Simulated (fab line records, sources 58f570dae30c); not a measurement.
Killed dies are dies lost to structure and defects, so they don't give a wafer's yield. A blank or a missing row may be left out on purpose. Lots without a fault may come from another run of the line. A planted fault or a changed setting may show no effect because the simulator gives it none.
Which tool did it? | flow berkeley_cmos170 | 6 lots, 18 wafers sampled, at 2 steps of a route of 331

WHAT THE GAUGES READ, wafer by wafer
UCB170_M3_RS_MEAS_02: measures by four-point-probe.
lot  | measured     | on            | M3_AL_RS (ohm/sq)
L709 | day 8 00:03  | film_metro-02 | 0.03261 0.03248 0.03223
L713 | day 8 18:34  | film_metro-01 | 0.03182 0.03155 0.03159
L716 | day 9 20:40  | film_metro-01 | 0.03259 0.03258 0.03291
L720 | day 10 17:58 | film_metro-01 | 0.03194 0.03195 0.03229
L732 | day 12 02:19 | film_metro-04 | 0.0328 0.03247 0.03246
L729 | day 12 03:28 | film_metro-01 | 0.03227 0.03198 0.03188

WHICH TOOL RAN EACH LOT (tool, then ch and the chambers of the sampled wafers, then the start)
lot  | UCB170_M3_SPUTTER_01
L709 | pvd_sputter-03, day 7 23:58
L713 | pvd_sputter-02, day 8 18:26
L716 | pvd_sputter-03, day 9 20:34
L720 | pvd_sputter-04, day 10 17:52
L732 | pvd_sputter-02, day 12 02:12
L729 | pvd_sputter-02, day 12 03:23
- UCB170_M3_SPUTTER_01: material Al, target thk 900 nm, time 120 s.

THE ANSWER, worked out from the rows above alone
Rule: what is usual is taken from the lots themselves. Put in order of their means at a reading, lots are off if they are a third of the lots or fewer, leave a main group of 4 or more, and stand apart from it by a gap of 3 or more times the standard deviation of the main group's means; of several such gaps the widest counts. A main group whose means are all the same, to the digits that the tables above print for the reading, isn't used. A lot without any number at a reading at which 4 lots or more have one is off too. The other lots that the step has rows for count as sound.
No lot is off at any reading shown: from this, nothing can be told.

WHAT THE SIMULATOR HAD PUT IN
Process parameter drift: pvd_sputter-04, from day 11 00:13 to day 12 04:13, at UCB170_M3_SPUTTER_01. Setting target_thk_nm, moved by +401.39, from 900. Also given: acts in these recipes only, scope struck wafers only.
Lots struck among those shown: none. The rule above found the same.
